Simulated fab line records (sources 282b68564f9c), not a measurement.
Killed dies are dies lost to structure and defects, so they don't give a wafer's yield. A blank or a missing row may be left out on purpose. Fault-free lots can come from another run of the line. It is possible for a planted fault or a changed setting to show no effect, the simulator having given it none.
The tool behind it: which one? / flow rit cmos / 42 wafers from 14 lots sampled at 2 of the route's 202 steps

WHAT THE GAUGES SHOWED, per wafer
RIT_FOX1_THK_MEAS_01.
lot=L999; measured=day 1 18:10; on=film metro-02; FOX1_OXIDE_THK (nm)=344 350 348
lot=L100; measured=day 1 23:35; on=film metro-01; FOX1_OXIDE_THK (nm)=348 354 351
lot=L101; measured=day 2 03:39; on=film metro-03; FOX1_OXIDE_THK (nm)=347 348 345
lot=L102; measured=day 2 07:50; on=film metro-03; FOX1_OXIDE_THK (nm)=344 334 336
lot=L103; measured=day 2 12:58; on=film metro-03; FOX1_OXIDE_THK (nm)=362 359 359
lot=L104; measured=day 2 18:05; on=film metro-03; FOX1_OXIDE_THK (nm)=337 338 344
lot=L106; measured=day 3 06:55; on=film metro-03; FOX1_OXIDE_THK (nm)=353 353 350
lot=L107; measured=day 3 11:38; on=film metro-02; FOX1_OXIDE_THK (nm)=422 434 434
lot=L111; measured=day 4 05:26; on=film metro-01; FOX1_OXIDE_THK (nm)=345 345 348
lot=L112; measured=day 4 10:05; on=film metro-01; FOX1_OXIDE_THK (nm)=423 427 427
lot=L117; measured=day 5 12:14; on=film metro-02; FOX1_OXIDE_THK (nm)=345 348 346
lot=L119; measured=day 5 23:46; on=film metro-02; FOX1_OXIDE_THK (nm)=343 349 339
lot=L120; measured=day 6 04:21; on=film metro-02; FOX1_OXIDE_THK (nm)=353 346 349
lot=L121; measured=day 6 11:02; on=film metro-03; FOX1_OXIDE_THK (nm)=356 348 349

WHICH TOOL RAN EACH LOT (tool, then ch and the chambers of the sampled wafers, then the start)
lot=L999; RIT_FOX1_OXIDATION_00=furnace-02 ch 0, day 1 16:50
lot=L100; RIT_FOX1_OXIDATION_00=furnace-04 ch 0, day 1 22:16
lot=L101; RIT_FOX1_OXIDATION_00=furnace-02 ch 0, day 2 02:20
lot=L102; RIT_FOX1_OXIDATION_00=furnace-02 ch 0, day 2 06:31
lot=L103; RIT_FOX1_OXIDATION_00=furnace-04 ch 0, day 2 11:38
lot=L104; RIT_FOX1_OXIDATION_00=furnace-02 ch 0, day 2 16:46
lot=L106; RIT_FOX1_OXIDATION_00=furnace-02 ch 0, day 3 05:35
lot=L107; RIT_FOX1_OXIDATION_00=furnace-02 ch 0, day 3 10:19
lot=L111; RIT_FOX1_OXIDATION_00=furnace-04 ch 0, day 4 04:07
lot=L112; RIT_FOX1_OXIDATION_00=furnace-02 ch 0, day 4 08:46
lot=L117; RIT_FOX1_OXIDATION_00=furnace-01 ch 0, day 5 10:55
lot=L119; RIT_FOX1_OXIDATION_00=furnace-01 ch 0, day 5 22:27
lot=L120; RIT_FOX1_OXIDATION_00=furnace-01 ch 0, day 6 03:01
lot=L121; RIT_FOX1_OXIDATION_00=furnace-01 ch 0, day 6 09:43
- RIT_FOX1_OXIDATION_00: target thk 350.7 nm, ox time 1130 s.

WHAT THE TOOLS THEMSELVES READ (means of the sampled wafers that have a number; where no wafer has one, the mark that the record gives instead)
RIT_FOX1_OXIDATION_00.
lot=L999; tool=furnace-02; spike tc load C (C)=1124.3; zone power load pct (%)=53
lot=L100; tool=furnace-04; spike tc load C (C)=1126.3; zone power load pct (%)=40
lot=L101; tool=furnace-02; spike tc load C (C)=1124.1; zone power load pct (%)=53
lot=L102; tool=furnace-02; spike tc load C (C)=1125.3; zone power load pct (%)=52
lot=L103; tool=furnace-04; spike tc load C (C)=1126.8; zone power load pct (%)=40
lot=L104; tool=furnace-02; spike tc load C (C)=1125.8; zone power load pct (%)=53
lot=L106; tool=furnace-02; spike tc load C (C)=1125.3; zone power load pct (%)=53
lot=L107; tool=furnace-02; spike tc load C (C)=1125.0; zone power load pct (%)=53
lot=L111; tool=furnace-04; spike tc load C (C)=1125.8; zone power load pct (%)=40
lot=L112; tool=furnace-02; spike tc load C (C)=1125.5; zone power load pct (%)=53
lot=L117; tool=furnace-01; spike tc load C (C)=1131.6; zone power load pct (%)=38
lot=L119; tool=furnace-01; spike tc load C (C)=1131.1; zone power load pct (%)=38
lot=L120; tool=furnace-01; spike tc load C (C)=1131.4; zone power load pct (%)=38
lot=L121; tool=furnace-01; spike tc load C (C)=1131.3; zone power load pct (%)=38

THE ANSWER, worked out from the rows above alone
Rule: what is usual is taken from the lots themselves. Put in order of their means at a reading, lots are off if they are a third of the lots or fewer, leave a main group of 4 or more, and stand apart from it by a gap of 3 or more times the standard deviation of the main group's means; of several such gaps the widest counts. If all means in a main group match to the digits the tables above print for the reading, that group is not used. A lot without any number at a reading at which 4 lots or more have one is off too. Where the step has rows for the other lots, those lots are counted as sound. After the gauges, taken in route order, come the tools' own readings; for these a lot's mean is taken, as printed above. The first step at which some lot is off is used, and at that step the reading that is off furthest; a lot without a number counts as furthest.
Off: L107, L112, at RIT_FOX1_THK_MEAS_01 (FOX1_OXIDE_THK). The main group: mean 348 nm, standard deviation 5.6.
If a tool, at a process step before that reading, ran all the lots that are off and no sound lot after the first of them, it fits. The gauges at RIT_FOX1_THK_MEAS_01 are tried like those tools. One candidate fits, namely furnace-02 at RIT_FOX1_OXIDATION_00. Its last sound lot is L106 (day 3 05:35), its first lot that is off L107 (day 3 10:19): a fault that began between those two fits.

WHAT WAS PUT IN BY THE SIMULATOR
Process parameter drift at RIT_FOX1_OXIDATION_00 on furnace-02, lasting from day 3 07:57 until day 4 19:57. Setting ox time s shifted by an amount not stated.
Lots struck among those shown: L107, L112. This agrees with what the rule above found.
